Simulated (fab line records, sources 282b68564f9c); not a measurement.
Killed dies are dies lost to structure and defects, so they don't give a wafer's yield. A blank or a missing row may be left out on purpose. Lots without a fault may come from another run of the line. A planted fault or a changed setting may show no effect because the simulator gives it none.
Split-lot experiment | flow rit_cmos | 5 lots, 23 wafers read, on a route of 202 steps

THE SPLIT
At RIT_PSD_IMPLANT_08, the setting energy_kev was moved away from the recipe's 27 on 11 of the 23 wafers read, by -1.7% to +4.7%. The other wafers ran this setting at the recipe's value.

FROM THE SPLIT TO THE READING: what the file shows between them, 2 steps
- RIT_SDANNEAL_CLEAN_02: cleans in SC2, time 600 s (also split here: time_s)
- RIT_SDANNEAL_RTA_03: time 5 s

THE READING
PSD_RS, in ohm/sq, at RIT_SDANNEAL_RS_MEAS_04 (measures by four-point-probe). Fault-free wafers of this fab line usually give 115.96 ohm/sq, standard deviation 0.29 ohm/sq.

wafer  | tool, chamber at the split | energy_kev as run | against the recipe | PSD_RS, ohm/sq | against lot-mates on the recipe
L077.2 | implanter-02, 0            | 27                | recipe             | 115.78         | -
L077.3 | implanter-02, 0            | 27                | recipe             | 116.04         | -
L077.5 | implanter-02, 0            | 27                | recipe             | 116.19         | -
L078.1 | implanter-02, 0            | 27                | recipe             | 115.72         | -
L078.3 | implanter-02, 0            | 27                | recipe             | 115.12         | -
L078.4 | implanter-02, 0            | 27.8              | +3.0%              | 113.68         | -1.68
L078.5 | implanter-02, 0            | 27                | recipe             | 115.23         | -
L078.6 | implanter-02, 0            | 27.8              | +3.0%              | 113.97         | -1.39
L082.1 | implanter-02, 0            | 26.55             | -1.7%              | 117.05         | +0.87
L082.2 | implanter-02, 0            | 27                | recipe             | 116.40         | -
L082.3 | implanter-02, 0            | 26.55             | -1.7%              | 117.61         | +1.43
L082.4 | implanter-02, 0            | 26.55             | -1.7%              | 117.26         | +1.08
L082.6 | implanter-02, 0            | 27                | recipe             | 115.95         | -
L083.2 | implanter-04, 0            | 27                | recipe             | 115.84         | -
L083.3 | implanter-04, 0            | 28.05             | +3.9%              | 113.90         | -2.05
L083.4 | implanter-04, 0            | 28.05             | +3.9%              | 113.79         | -2.16
L083.5 | implanter-04, 0            | 28.05             | +3.9%              | 113.67         | -2.28
L083.6 | implanter-04, 0            | 27                | recipe             | 116.06         | -
L085.1 | implanter-03, 0            | 27                | recipe             | 116.21         | -
L085.2 | implanter-03, 0            | 28.28             | +4.7%              | 113.27         | -2.73
L085.4 | implanter-03, 0            | 27                | recipe             | 115.79         | -
L085.5 | implanter-03, 0            | 28.28             | +4.7%              | 113.18         | -2.82
L085.6 | implanter-03, 0            | 28.28             | +4.7%              | 113.00         | -3.00

THE FIT
A straight line over all 23 wafers: PSD_RS changes by -0.611 ohm/sq for each +1% of energy_kev; r = -0.97; the points scatter about the line by 0.35 ohm/sq.
The same after taking each lot's own level away (the mean of its wafers on the recipe; 23 wafers): -0.59 ohm/sq for each +1%; r = -0.99; scatter 0.21 ohm/sq.
On that fit, the largest move of energy_kev shifts the reading by 2.8 ohm/sq.
The lots' own levels span 115.357 to 116.175 ohm/sq, that is 2.8 times the standard deviation above.
So the lot-to-lot level changes the slope little: the two slopes agree.
Check: with one of the wafers moved furthest among these (+4.7%) left out of the fit, the line predicts -2.75 ohm/sq for it against its lot-mates. It came out at -2.73 ohm/sq against them.

OTHER SPLITS ON THESE WAFERS
These wafers also went through other splits before the reading. Each is held against what the fit with the lots' levels taken away leaves over:
other split on the same wafers | wafers away from the commonest value | r with PSD_RS (lot level and that fit taken away)
RIT_GATE_EXPOSE_13 dose_mj     | 4                                    | -0.44
RIT_NLDD_IMPLANT_08 dose_cm2   | 6                                    | +0.24
RIT_SDANNEAL_CLEAN_02 time_s   | 10                                   | +0.02

THE WHOLE CHAIN: every reading that the file lists as answering this split, in the file's order
step                    | what it does                 | reading                                                         | change (the file's fit)                | r (the file's)
RIT_PSD_IMPLANT_08      |                              | implant.rp_nm (the simulator's own value, which no gauge read)  | +0.175 nm for each +1% of the setting  | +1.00
RIT_PSD_IMPLANT_08      |                              | implant.drp_nm (the simulator's own value, which no gauge read) | +0.0843 nm for each +1% of the setting | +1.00
RIT_SDANNEAL_RS_MEAS_04 | measures by four-point-probe | PSD_RS                                                          | -0.577 for each +1% of the setting     | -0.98

THE FILE'S OWN FIT
PSD_RS changes by -0.577 ohm/sq for each +1% of energy_kev, r = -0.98.
